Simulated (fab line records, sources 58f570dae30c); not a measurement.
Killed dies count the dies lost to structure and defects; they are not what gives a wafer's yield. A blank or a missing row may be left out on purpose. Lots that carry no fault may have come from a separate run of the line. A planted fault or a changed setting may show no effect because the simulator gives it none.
Which tool did it?    flow berkeley-cmos170    7 lots with 21 wafers sampled at 3 steps, on a route of 331 steps

== WHAT THE GAUGES READ, wafer by wafer ==
UCB170_SDANNEAL_RS_MEAS_02: measures by four-point-probe.
lot   measured      on             PSD_RS (ohm/sq)
L892  day 8 13:18   film-metro-02  75.60 75.80 75.80
L894  day 9 05:59   film-metro-03  75.75 75.60 75.83
L897  day 9 06:22   film-metro-02  75.27 75.59 75.54
L902  day 10 09:07  film-metro-03  80.49 80.64 80.63
L903  day 10 23:25  film-metro-03  80.80 81.07 80.65
L909  day 11 18:47  film-metro-01  75.37 75.00 75.03
L911  day 12 10:51  film-metro-02  76.00 75.85 75.99

== WHICH TOOL RAN EACH LOT (tool, then ch and the chambers of the sampled wafers, then the start) ==
lot   UCB170_PSD_IMPLANT_08            UCB170_PSD_STRIP_09
L892  implanter-02 ch 0, day 8 07:16   plasma-asher-04 ch 0,1, day 8 07:25
L894  implanter-03 ch 0, day 9 02:32   plasma-asher-01 ch 1, day 9 02:39
L897  implanter-03 ch 0, day 9 02:48   plasma-asher-01 ch 0, day 9 02:56
L902  implanter-02 ch 0, day 10 04:25  plasma-asher-01 ch 0,1, day 10 04:33
L903  implanter-02 ch 0, day 10 16:32  plasma-asher-02 ch 0,1, day 10 16:40
L909  implanter-04 ch 0, day 11 15:13  plasma-asher-01 ch 0,1, day 11 15:22
L911  implanter-03 ch 0, day 12 04:05  plasma-asher-04 ch 0,1, day 12 04:14
- UCB170_PSD_IMPLANT_08
- UCB170_PSD_STRIP_09: strips in O2.

== THE ANSWER, worked out from the rows above alone ==
Rule: the lots themselves supply what counts as usual. The widest of any qualifying gaps counts: lots, ordered by their means at a reading, are off when they make up no more than a third of the lots, leave a main group of 4 or more, and stand apart from it by 3 or more times the standard deviation of that group's means. Not used: any main group whose means are identical at the precision the tables above print for the reading. A lot without any number at a reading at which 4 lots or more have one is off too. The other lots that the step has rows for count as sound.
Off: L902, L903, seen at UCB170_SDANNEAL_RS_MEAS_02 (PSD_RS). For the main group the mean is 75.60 ohm/sq and the standard deviation 0.28.
A tool fits if, at a process step before that reading, it ran every lot that is off, and no sound lot after the first of them. Gauges at UCB170_SDANNEAL_RS_MEAS_02: tried the same way as those tools. Can't be told from this: 2 tools fit, implanter-02 at UCB170_PSD_IMPLANT_08, film-metro-03 at UCB170_SDANNEAL_RS_MEAS_02.

== WHAT THE SIMULATOR HAD INSERTED ==
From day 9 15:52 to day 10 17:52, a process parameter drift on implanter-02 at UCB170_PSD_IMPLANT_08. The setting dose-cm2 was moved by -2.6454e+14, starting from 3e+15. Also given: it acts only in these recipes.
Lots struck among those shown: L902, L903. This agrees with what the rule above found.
